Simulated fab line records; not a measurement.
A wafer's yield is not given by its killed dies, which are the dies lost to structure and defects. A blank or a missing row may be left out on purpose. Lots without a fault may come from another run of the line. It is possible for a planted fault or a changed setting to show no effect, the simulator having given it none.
The tool behind it: which one? / flow berkeleyCmos170 / 13 lots with 39 wafers sampled at 5 steps, on a route of 331 steps

WHAT EACH GAUGE READ, for each wafer
UCB170_GATE_THK_MEAS_05. Usual: for GATE_POLY_THK the level is 214.7 nm and the standard deviation is 2.3.
lot=L675; measured=day 7 03:17; on=filmMetro-04; GATE_POLY_THK (nm)=215.4 215.3 213.8; flag=
lot=L676; measured=day 7 03:18; on=filmMetro-03; GATE_POLY_THK (nm)=214.6 215.5 214.8; flag=
lot=L681; measured=day 8 05:55; on=filmMetro-03; GATE_POLY_THK (nm)=215.9 215.0 215.6; flag=
lot=L678; measured=day 8 05:56; on=filmMetro-01; GATE_POLY_THK (nm)=216.2 216.6 218.2; flag=
lot=L677; measured=day 8 05:58; on=filmMetro-03; GATE_POLY_THK (nm)=212.1 209.7 209.7; flag=
lot=L682; measured=day 8 05:59; on=filmMetro-04; GATE_POLY_THK (nm)=211.9 212.7 214.8; flag=
lot=L684; measured=day 9 16:26; on=filmMetro-03; GATE_POLY_THK (nm)=212.5 212.6 213.4; flag=
lot=L691; measured=day 10 08:02; on=filmMetro-03; GATE_POLY_THK (nm)=214.9 213.6 212.6; flag=
lot=L692; measured=day 10 21:02; on=filmMetro-03; GATE_POLY_THK (nm)=212.8 213.7 212.4; flag=
lot=L695; measured=day 11 01:05; on=filmMetro-01; GATE_POLY_THK (nm)=217.3 218.7 217.1; flag=
lot=L696; measured=day 11 01:05; on=filmMetro-03; GATE_POLY_THK (nm)=217.6 217.8 219.4; flag=
lot=L697; measured=day 12 01:06; on=filmMetro-04; GATE_POLY_THK (nm)=216.0 219.1 217.2; flag=
lot=L698; measured=day 12 07:26; on=filmMetro-03; GATE_POLY_THK (nm)=213.4 214.4 215.1; flag=

UCB170_GATE_OVL_MEAS_13. Usual: for GATE_OVL the level is 0 nm and the standard deviation is 5.8.
lot=L675; measured=day 7 05:05; on=overlay-01; GATE_OVL (nm)=3 13 3; flag=
lot=L676; measured=day 7 04:47; on=overlay-02; GATE_OVL (nm)=0 8 -1; flag=
lot=L681; measured=day 8 07:16; on=overlay-02; GATE_OVL (nm)=14 1 6; flag=
lot=L678; measured=day 8 07:33; on=overlay-01; GATE_OVL (nm)=4 1 -1; flag=
lot=L677; measured=day 8 08:23; on=overlay-01; GATE_OVL (nm)=-3 -5 2; flag=
lot=L682; measured=day 8 08:02; on=overlay-02; GATE_OVL (nm)=-2 5 5; flag=
lot=L684; measured=day 9 17:53; on=overlay-01; GATE_OVL (nm)=-10 0 -3; flag=
lot=L691; measured=day 10 10:15; on=overlay-01; GATE_OVL (nm)=1 9 6; flag=
lot=L692; measured=day 10 22:14; on=overlay-02; GATE_OVL (nm)=1 -2 -3; flag=
lot=L695; measured=day 11 03:58; on=overlay-02; GATE_OVL (nm)=-6 0 9; flag=
lot=L696; measured=day 11 03:26; on=overlay-02; GATE_OVL (nm)=2 0 9; flag=
lot=L697; measured=day 12 02:44; on=overlay-01; GATE_OVL (nm)=2 -3 0; flag=
lot=L698; measured=day 12 09:09; on=overlay-02; GATE_OVL (nm)=0 -3 4; flag=

UCB170_PLDD_OVL_MEAS_07. Usual: for PLDD_OVL the level is -1 nm and the standard deviation is 5.1.
lot=L675; measured=day 7 07:02; on=overlay-01; PLDD_OVL (nm)=-1 -5 -2; flag=
lot=L676; measured=day 7 06:42; on=overlay-01; PLDD_OVL (nm)=-3 -1 -7; flag=
lot=L681; measured=day 8 10:37; on=overlay-01; PLDD_OVL (nm)=-7 -2 -5; flag=
lot=L678; measured=day 8 10:44; on=overlay-02; PLDD_OVL (nm)=6 -4 -7; flag=
lot=L677; measured=day 8 11:27; on=overlay-01; PLDD_OVL (nm)=-4 -3 -6; flag=
lot=L682; measured=day 8 11:20; on=overlay-02; PLDD_OVL (nm)=0 -5 2; flag=
lot=L684; measured=day 9 20:50; on=overlay-01; PLDD_OVL (nm)=-6 4 -2; flag=
lot=L691; measured=day 10 12:05; on=overlay-01; PLDD_OVL (nm)=-2 -3 2; flag=
lot=L692; measured=day 11 04:04; on=overlay-02; PLDD_OVL (nm)=3 -2 6; flag=
lot=L695; measured=day 11 06:37; on=overlay-02; PLDD_OVL (nm)=-1 6 0; flag=
lot=L696; measured=day 11 06:20; on=overlay-02; PLDD_OVL (nm)=-7 -1 -14; flag=
lot=L697; measured=day 12 05:03; on=overlay-01; PLDD_OVL (nm)=5 -5 9; flag=
lot=L698; measured=day 12 11:02; on=overlay-01; PLDD_OVL (nm)=3 4 6; flag=

UCB170_SPACER_THK_MEAS_01. Usual: for SPACER_TEOS_THK the level is 375 nm and the standard deviation is 4.9.
lot=L675; measured=day 7 11:08; on=filmMetro-02; SPACER_TEOS_THK (nm)=372 374 372; flag=
lot=L676; measured=day 7 10:47; on=filmMetro-01; SPACER_TEOS_THK (nm)=375 382 382; flag=
lot=L681; measured=day 8 14:11; on=filmMetro-01; SPACER_TEOS_THK (nm)=372 381 387; flag=
lot=L678; measured=day 8 14:12; on=filmMetro-02; SPACER_TEOS_THK (nm)=369 374 377; flag=
lot=L677; measured=day 8 14:59; on=filmMetro-04; SPACER_TEOS_THK (nm)=373 372 378; flag=
lot=L682; measured=day 8 15:00; on=filmMetro-02; SPACER_TEOS_THK (nm)=379 385 382; flag=
lot=L684; measured=day 9 23:39; on=filmMetro-02; SPACER_TEOS_THK (nm)=606 370 381; flag=OFF
lot=L691; measured=day 10 14:34; on=filmMetro-01; SPACER_TEOS_THK (nm)=370 365 370; flag=
lot=L692; measured=day 11 07:37; on=filmMetro-01; SPACER_TEOS_THK (nm)=368 370 378; flag=
lot=L695; measured=day 11 10:10; on=filmMetro-04; SPACER_TEOS_THK (nm)=374 384 379; flag=
lot=L696; measured=day 11 09:38; on=filmMetro-02; SPACER_TEOS_THK (nm)=367 367 374; flag=
lot=L697; measured=day 12 09:10; on=filmMetro-02; SPACER_TEOS_THK (nm)=375 381 377; flag=
lot=L698; measured=day 12 13:31; on=filmMetro-04; SPACER_TEOS_THK (nm)=378 381 382; flag=

TOOL THAT RAN EACH LOT (tool first, then ch and the chambers of the sampled wafers, then the start)
lot=L675; UCB170_SPACER_CVD_00=pecvd-03 ch 0,1,2, day 7 11:05
lot=L676; UCB170_SPACER_CVD_00=pecvd-02 ch 0,1,2, day 7 10:44
lot=L681; UCB170_SPACER_CVD_00=pecvd-02 ch 0,2, day 8 14:08
lot=L678; UCB170_SPACER_CVD_00=pecvd-04 ch 1,2, day 8 14:08
lot=L677; UCB170_SPACER_CVD_00=pecvd-03 ch 0,1, day 8 14:56
lot=L682; UCB170_SPACER_CVD_00=pecvd-02 ch 1,2, day 8 14:56
lot=L684; UCB170_SPACER_CVD_00=pecvd-02 ch 0,1,2, day 9 23:36
lot=L691; UCB170_SPACER_CVD_00=pecvd-03 ch 0,2, day 10 14:30
lot=L692; UCB170_SPACER_CVD_00=pecvd-03 ch 0,2, day 11 07:34
lot=L695; UCB170_SPACER_CVD_00=pecvd-03 ch 0,1,2, day 11 10:08
lot=L696; UCB170_SPACER_CVD_00=pecvd-03 ch 0,2, day 11 09:36
lot=L697; UCB170_SPACER_CVD_00=pecvd-03 ch 1,2, day 12 09:07
lot=L698; UCB170_SPACER_CVD_00=pecvd-03 ch 1,2, day 12 13:29
- UCB170_SPACER_CVD_00: deposits SiO2 from TEOS/O2, target thk 376 nm, time 47 s.

AS READ BY THE TOOLS THEMSELVES (means over the sampled wafers that have a number; for cases with no such wafer, the mark the record gives instead)
UCB170_SPACER_CVD_00. Usual: heaterPowerW 227 W, standard deviation 47.
lot=L675; tool=pecvd-03; heaterPowerW (W)=214; flag=
lot=L676; tool=pecvd-02; heaterPowerW (W)=220; flag=
lot=L681; tool=pecvd-02; heaterPowerW (W)=226; flag=
lot=L678; tool=pecvd-04; heaterPowerW (W)=255; flag=
lot=L677; tool=pecvd-03; heaterPowerW (W)=198; flag=
lot=L682; tool=pecvd-02; heaterPowerW (W)=260; flag=
lot=L684; tool=pecvd-02; heaterPowerW (W)=277; flag=
lot=L691; tool=pecvd-03; heaterPowerW (W)=208; flag=
lot=L692; tool=pecvd-03; heaterPowerW (W)=185; flag=
lot=L695; tool=pecvd-03; heaterPowerW (W)=204; flag=
lot=L696; tool=pecvd-03; heaterPowerW (W)=172; flag=
lot=L697; tool=pecvd-03; heaterPowerW (W)=173; flag=
lot=L698; tool=pecvd-03; heaterPowerW (W)=190; flag=

THE ANSWER, worked out from the rows above alone
Rule: a lot counts as off when the mean over its wafers that have a number is more than 3 standard deviations away from the usual mean. Also off: a lot with no number at a reading for which 4 or more lots have one. Any other lot the step has rows for is counted as sound. After the gauges, taken in route order, come the tools' own readings; for these a lot's mean is taken, as printed above. The first step at which some lot is off is used, and at that step the reading that is off furthest; a lot without a number counts as furthest.
Off: L684, seen at UCB170_SPACER_THK_MEAS_01 (SPACER_TEOS_THK).
If a tool, at a process step before that reading, ran all the lots that are off and no sound lot after the first of them, it fits. Those tools and the gauges at UCB170_SPACER_THK_MEAS_01 are tried in the same way. One candidate fits, namely pecvd-02 at UCB170_SPACER_CVD_00. A fault onset in the window from L682 (day 8 14:56, its last sound lot) to L684 (day 9 23:36, its first lot off) fits.

WHAT THE SIMULATOR PUT IN
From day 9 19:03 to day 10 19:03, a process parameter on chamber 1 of pecvd-02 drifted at UCB170_SPACER_CVD_00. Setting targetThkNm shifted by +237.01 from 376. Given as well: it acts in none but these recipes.
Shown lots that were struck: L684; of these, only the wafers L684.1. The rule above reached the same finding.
